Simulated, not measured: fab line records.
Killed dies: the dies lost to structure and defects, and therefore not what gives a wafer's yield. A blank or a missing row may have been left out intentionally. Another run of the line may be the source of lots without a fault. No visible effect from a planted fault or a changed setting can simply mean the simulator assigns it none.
A lot that was struck, set against a sound lot | flow rit_cmos | 15 out of 202 route steps
Sound: wafers L284.2, L284.3, L284.6. Struck: wafers L290.1, L290.3, L290.6. At the end, the cause is stated.
Each step with rows lists, per side, the tool, then ch with its chambers, then its first start. Under that, the readings that differ: sound wafers | struck wafers | difference of the means | sigmas: that difference in standard deviations of wafers without a fault.
alike: same words and numbers on both sides, and readings whose means sit less than 2 such deviations apart. not compared: any withheld reading, any reading some wafer has no value for, any bound like >300 that may hide the same value, and any number with overlapping values for which the record gives no deviation.
The two part at a step that has a row with sigmas, a row that says differs or no value, or rows on one side only. Numbers that don't overlap but have no deviation are shown without sigmas and don't part them. A reading that every wafer of one side lacks parts them only if that side has two wafers or more.

first, 4 steps without rows for these wafers: RIT_CONTACT_SOFTBAKE_04 (time 60 s); RIT_CONTACT_EXPOSE_05 (exposes mask M11, target cd 1000 nm); RIT_CONTACT_PEB_06; RIT_CONTACT_DEVELOP_07 (develop time 120 s).
RIT_CONTACT_CD_MEAS_08: target cd 1000 nm.
  struck on cd_sem-01, day 5 02:02; sound on cd_sem-01, day 3 19:17
  alike: cd_nm
RIT_CONTACT_OVL_MEAS_09:
  struck on overlay-01, day 5 02:09; sound on overlay-02, day 3 19:23
  alike: CONTACT_OVL
then, 1 step without rows for these wafers: RIT_CONTACT_HARDBAKE_10 (time 60 s).
RIT_CONTACT_ETCH_11: etches SiO2 in CHF3/CF4/Ar, stops on TiSi2, target depth 480 nm, time 320 s.
  sound on rie_diel-02 ch 0,2, day 3 19:34; struck on rie_diel-04 ch 1,2,3, day 5 02:20
  alike: drypump_motor_current_A, oes_product_au, throttle_valve_pct
  not compared: rf_hours_counter_h
RIT_CONTACT_STRIP_12: strips in O2, time 180 s.
  sound on plasma_asher-02 ch 0,1, day 3 19:46; struck on plasma_asher-01 ch 0,1, day 5 02:32
  alike: drypump_motor_current_A
  not compared: rf_hours_counter_h
RIT_CONTACT_CD_MEAS_90: target cd 1000 nm.
  struck on cd_sem-01, day 5 02:43; sound on cd_sem-01, day 3 19:58
  alike: cd_nm
then, 2 steps without rows for these wafers: RIT_CONTACT_CLEAN_13 (cleans in SC1, time 600 s); RIT_CONTACT_CLEAN_14 (cleans in SC2, time 600 s).
RIT_M1_SPUTTER_00: material Al, target thk 400 nm, time 500 s.
  struck on pvd_sputter-03, day 5 03:40; sound on pvd_sputter-01, day 3 20:25
  alike: throttle_valve_pct
RIT_M1_RS_MEAS_01: measures by four-point-probe.
  struck on film_metro-04, day 5 04:27; sound on film_metro-02, day 3 20:43
  reading           | sound                | struck               | difference | sigmas
  M1_AL_RS (ohm/sq) | 0.0727 0.0733 0.0730 | 0.0365 0.0364 0.0361 | -0.0367    | -47
RIT_M1_PROBE_99:
  the record holds rows for the sound wafers here (prober-01, day 4 01:37) but none for the struck ones

WHERE THEY PART
At RIT_M1_RS_MEAS_01 first; at RIT_M1_PROBE_99 last (within this record only).

WHY: whatever the simulator had introduced
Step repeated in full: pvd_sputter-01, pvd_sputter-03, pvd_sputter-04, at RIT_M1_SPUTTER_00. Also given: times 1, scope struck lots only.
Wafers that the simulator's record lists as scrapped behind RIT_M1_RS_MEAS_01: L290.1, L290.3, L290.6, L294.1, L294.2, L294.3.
